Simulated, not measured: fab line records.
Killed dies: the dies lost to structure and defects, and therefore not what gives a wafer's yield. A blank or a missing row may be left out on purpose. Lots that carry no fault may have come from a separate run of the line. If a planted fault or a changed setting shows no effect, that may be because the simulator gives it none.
Split-lot study :: flow berkeley-cmos170 :: route with 331 steps; 5 lots, 16 wafers read

## THE SPLIT ITSELF
At UCB170_M1_METAL_ETCH_12 (etches Al in Cl2/BCl3, stops on PSG, target depth 780 nm, time 130 s), the setting time-s was moved away from the recipe's 130 s on 3 of the 16 wafers read, by -14.1% to +5.6%. This setting was run at the recipe's value on the other wafers.

The reading is taken at the split's own step.

## THE READING
KrF_of_M1_COAT_04.thk-nm (the simulator's own value, which no gauge read), in nm, at UCB170_M1_METAL_ETCH_12 (etches Al in Cl2/BCl3, stops on PSG, target depth 780 nm, time 130 s). No usual value for it is given in the file. Across the 13 wafers here that went through the recipe, the average is 436.7 nm and the standard deviation 7.3 nm.

wafer: L075.1
tool, chamber at the split: rie-metal-03, 1
time-s as run, s: 130
against the recipe: recipe
KrF_of_M1_COAT_04.thk-nm, nm: 433.2
against lot-mates on the recipe: -

wafer: L075.4
tool, chamber at the split: rie-metal-03, 0
time-s as run, s: 130
against the recipe: recipe
KrF_of_M1_COAT_04.thk-nm, nm: 452.8
against lot-mates on the recipe: -

wafer: L075.6
tool, chamber at the split: rie-metal-03, 1
time-s as run, s: 130
against the recipe: recipe
KrF_of_M1_COAT_04.thk-nm, nm: 433.1
against lot-mates on the recipe: -

wafer: L076.2
tool, chamber at the split: rie-metal-02, 1
time-s as run, s: 130
against the recipe: recipe
KrF_of_M1_COAT_04.thk-nm, nm: 435
against lot-mates on the recipe: -

wafer: L076.6
tool, chamber at the split: rie-metal-02, 0
time-s as run, s: 130
against the recipe: recipe
KrF_of_M1_COAT_04.thk-nm, nm: 444.3
against lot-mates on the recipe: -

wafer: L077.1
tool, chamber at the split: rie-metal-04, 0
time-s as run, s: 130
against the recipe: recipe
KrF_of_M1_COAT_04.thk-nm, nm: 429.5
against lot-mates on the recipe: -

wafer: L077.3
tool, chamber at the split: rie-metal-04, 0
time-s as run, s: 130
against the recipe: recipe
KrF_of_M1_COAT_04.thk-nm, nm: 428.4
against lot-mates on the recipe: -

wafer: L077.4
tool, chamber at the split: rie-metal-04, 1
time-s as run, s: 130
against the recipe: recipe
KrF_of_M1_COAT_04.thk-nm, nm: 442.7
against lot-mates on the recipe: -

wafer: L077.5
tool, chamber at the split: rie-metal-04, 0
time-s as run, s: 130
against the recipe: recipe
KrF_of_M1_COAT_04.thk-nm, nm: 430
against lot-mates on the recipe: -

wafer: L077.6
tool, chamber at the split: rie-metal-04, 1
time-s as run, s: 130
against the recipe: recipe
KrF_of_M1_COAT_04.thk-nm, nm: 438.4
against lot-mates on the recipe: -

wafer: L084.3
tool, chamber at the split: rie-metal-03, 1
time-s as run, s: 130
against the recipe: recipe
KrF_of_M1_COAT_04.thk-nm, nm: 432.8
against lot-mates on the recipe: -

wafer: L084.4
tool, chamber at the split: rie-metal-03, 0
time-s as run, s: 137.3
against the recipe: +5.6%
KrF_of_M1_COAT_04.thk-nm, nm: 420.9
against lot-mates on the recipe: -11.9

wafer: L084.6
tool, chamber at the split: rie-metal-03, 1
time-s as run, s: 137.3
against the recipe: +5.6%
KrF_of_M1_COAT_04.thk-nm, nm: 402.6
against lot-mates on the recipe: -30.2

wafer: L083.2
tool, chamber at the split: rie-metal-03, 0
time-s as run, s: 111.7
against the recipe: -14.1%
KrF_of_M1_COAT_04.thk-nm, nm: 510.8
against lot-mates on the recipe: +72.4

wafer: L083.3
tool, chamber at the split: rie-metal-03, 0
time-s as run, s: 130
against the recipe: recipe
KrF_of_M1_COAT_04.thk-nm, nm: 445.9
against lot-mates on the recipe: -

wafer: L083.4
tool, chamber at the split: rie-metal-03, 1
time-s as run, s: 130
against the recipe: recipe
KrF_of_M1_COAT_04.thk-nm, nm: 430.8
against lot-mates on the recipe: -

FIT RESULTS
A straight line over all 16 wafers: KrF_of_M1_COAT_04.thk-nm changes by -5.06 nm for each +1% of time-s; r = -0.94; the points scatter about the line by 7.9 nm.
The same after taking each lot's own level away (the mean of its wafers on the recipe; 16 wafers): -4.8 nm for each +1%; r = -0.94; scatter 7.7 nm.
Per that fit: largest time-s move, reading shift of 68 nm.
Across the lots, their own levels run from 432.80 to 439.70 nm, a range of 1.0 times the standard deviation given above.
So the lot-to-lot level changes the slope little: the two slopes agree.
Check: +52.8 nm against its lot-mates is what the line predicts for one of the wafers moved furthest among these (-14.1%) when that wafer is left out of the fit. It came out at +72.4 nm against them.

## OTHER SPLITS ON THESE WAFERS
Before the reading, these wafers also passed through other splits. Each is held against what the fit with the lots' levels taken away leaves over:
other split on the same wafers: UCB170_PSD_PEB_04 peb-temp-c
wafers away from the commonest value: 6
r with KrF_of_M1_COAT_04.thk-nm (lot level and that fit taken away): -0.30

other split on the same wafers: UCB170_SDANNEAL_RTA_01 time-s
wafers away from the commonest value: 3
r with KrF_of_M1_COAT_04.thk-nm (lot level and that fit taken away): -0.22

other split on the same wafers: UCB170_SILICIDE_SPUTTER_01 time-s
wafers away from the commonest value: 6
r with KrF_of_M1_COAT_04.thk-nm (lot level and that fit taken away): -0.30

other split on the same wafers: UCB170_M1_SPUTTER_00 power-w
wafers away from the commonest value: 0
r with KrF_of_M1_COAT_04.thk-nm (lot level and that fit taken away): -

## FILE'S OWN FIT
KrF_of_M1_COAT_04.thk-nm changes by -4.95 nm for each +1% of time-s, r = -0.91.
